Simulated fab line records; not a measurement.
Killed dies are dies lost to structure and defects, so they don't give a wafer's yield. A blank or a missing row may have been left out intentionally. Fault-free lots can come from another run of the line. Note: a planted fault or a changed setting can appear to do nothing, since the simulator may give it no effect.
Commonality check across tools + flow berkeley-cmos170 + 14 lots and 48 wafers in the sample

== THE REASON FOR OPENING IT ==
UCB170_PLDD_TW_MEAS_11, reading PLDD_TW: flagged on 2 of 14 lots. No-fault wafers: 1012, standard deviation 8.3.
Rule: flag the lot when none of its wafers has a number, or when each of its wafers that has one lies beyond 4 standard deviations from that mean. All remaining lots are regarded as sound.

| lot  | measured     | on            | PLDD_TW, wafer by wafer       | flag    |
|------|--------------|---------------|-------------------------------|---------|
| L663 | day 5 23:43  | film-metro-01 | 1018 1014 1016                |         |
| L664 | day 6 11:03  | film-metro-02 | 1018 1020 1020                |         |
| L665 | day 6 17:04  | film-metro-04 | 995 1003 1000                 |         |
| L666 | day 6 23:36  | film-metro-02 | 1020 1019 1018                |         |
| L668 | day 6 23:56  | film-metro-01 | 1018 1019 1024                |         |
| L669 | day 7 11:38  | film-metro-04 | 1006 999 996                  |         |
| L670 | day 7 14:48  | film-metro-01 | 1014 1017 1019                |         |
| L675 | day 8 07:44  | film-metro-01 | 1017 1019 1018                |         |
| L678 | day 9 10:26  | film-metro-04 | 1072 1079 1071 1073 1071 1072 | FLAGGED |
| L680 | day 9 14:31  | film-metro-04 | 1002 1003 997                 |         |
| L682 | day 9 14:38  | film-metro-02 | 1015 1015 1017                |         |
| L679 | day 9 14:55  | film-metro-04 | 1072 1072 1074 1071 1074 1071 | FLAGGED |
| L684 | day 10 13:45 | film-metro-01 | 1017 1010 1016                |         |
| L686 | day 10 23:35 | film-metro-04 | 1010 1011 1004                |         |
The numbers of the flagged lots are 1073 on average: +61 against the usual, or +7 standard deviations.

== LOT BY LOT: THE TOOL USED ==
2 process steps preceding the reading are held in the record, out of 331 steps in the route. Each cell gives the tool, then ch followed by the chambers the sampled wafers passed through, then the start.
| lot  | flag    | UCB170_NVT_STRIP_08                  | UCB170_PLDD_IMPLANT_09          |
|------|---------|--------------------------------------|---------------------------------|
| L663 |         | plasma-asher-02 ch 0,1, day 5 06:57  | implanter-03 ch 0, day 5 23:29  |
| L664 |         | plasma-asher-03 ch 0,1, day 5 11:40  | implanter-03 ch 0, day 6 10:48  |
| L665 |         | plasma-asher-03 ch 0,1, day 5 22:53  | implanter-03 ch 0, day 6 16:49  |
| L666 |         | plasma-asher-02 ch 0,1, day 6 07:26  | implanter-04 ch 0, day 6 23:22  |
| L668 |         | plasma-asher-01 ch 0,1, day 6 07:10  | implanter-03 ch 0, day 6 23:41  |
| L669 |         | plasma-asher-02 ch 0,1, day 6 14:47  | implanter-01 ch 0, day 7 11:23  |
| L670 |         | plasma-asher-03 ch 0,1, day 6 22:58  | implanter-01 ch 0, day 7 14:33  |
| L675 |         | plasma-asher-02 ch 0,1, day 7 15:03  | implanter-01 ch 0, day 8 07:28  |
| L678 | FLAGGED | plasma-asher-02 ch 0,1, day 8 18:34  | implanter-03 ch 0, day 9 10:14  |
| L680 |         | plasma-asher-02 ch 0,1, day 8 23:44  | implanter-04 ch 0, day 9 14:17  |
| L682 |         | plasma-asher-01 ch 0,1, day 8 23:55  | implanter-01 ch 0, day 9 14:23  |
| L679 | FLAGGED | plasma-asher-03 ch 0,1, day 9 00:11  | implanter-03 ch 0, day 9 14:40  |
| L684 |         | plasma-asher-03 ch 0,1, day 9 21:28  | implanter-04 ch 0, day 10 13:32 |
| L686 |         | plasma-asher-02 ch 0,1, day 10 03:28 | implanter-04 ch 0, day 10 23:20 |
What the steps here do:
- UCB170_NVT_STRIP_08: strips in O2.
- UCB170_PLDD_IMPLANT_09
- UCB170_PLDD_TW_MEAS_11

== FLAGGED OVER TOTAL, TOOL BY TOOL (the gauges that took the reading come last) ==
| step                   | tool            | lots run | flagged | share of the flagged lots | sound lots run after its first flagged lot |
|------------------------|-----------------|----------|---------|---------------------------|--------------------------------------------|
| UCB170_NVT_STRIP_08    | plasma-asher-01 | 2        | 0       | none                      | -                                          |
| UCB170_NVT_STRIP_08    | plasma-asher-02 | 7        | 1       | some                      | 2 (L680,L686)                              |
| UCB170_NVT_STRIP_08    | plasma-asher-03 | 5        | 1       | some                      | 1 (L684)                                   |
| UCB170_PLDD_IMPLANT_09 | implanter-01    | 4        | 0       | none                      | -                                          |
| UCB170_PLDD_IMPLANT_09 | implanter-03    | 6        | 2       | all                       | 0                                          |
| UCB170_PLDD_IMPLANT_09 | implanter-04    | 4        | 0       | none                      | -                                          |
| UCB170_PLDD_TW_MEAS_11 | film-metro-01   | 5        | 0       | none                      | -                                          |
| UCB170_PLDD_TW_MEAS_11 | film-metro-02   | 3        | 0       | none                      | -                                          |
| UCB170_PLDD_TW_MEAS_11 | film-metro-04   | 6        | 2       | all                       | 2 (L680,L686)                              |

== WHAT IS ALLOWED BY THE TABLE ==
implanter-03 at UCB170_PLDD_IMPLANT_09 and film-metro-04 at UCB170_PLDD_TW_MEAS_11 are the 2 rows of the table that ran each flagged lot.
- implanter-03 at UCB170_PLDD_IMPLANT_09 ran 6 lots, 2 of them flagged. Its last sound lot is L668 (day 6 23:41), its first flagged lot L678 (day 9 10:14): a fault that began between those two fits. Its own readings (beam-on-s, dose-ions-cm2, faraday-current-uA) fall more than 4 standard deviations out on all wafers of the flagged lots.
- film-metro-04 at UCB170_PLDD_TW_MEAS_11 ran 6 lots, 2 of them flagged. Sound lots followed the first flagged one (L680, L686) on it, something a lasting fault affecting the whole tool could not allow.
implanter-03 at UCB170_PLDD_IMPLANT_09 is the single tool remaining.

== WHAT THE SIMULATOR HAD INSERTED ==
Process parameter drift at UCB170_PLDD_IMPLANT_09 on implanter-03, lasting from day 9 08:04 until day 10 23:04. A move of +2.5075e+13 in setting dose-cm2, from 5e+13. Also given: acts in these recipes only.
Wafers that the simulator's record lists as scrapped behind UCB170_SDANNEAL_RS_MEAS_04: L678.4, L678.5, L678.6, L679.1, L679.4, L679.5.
Struck lots among those shown: L678, L679. This agrees with what the rule above found.
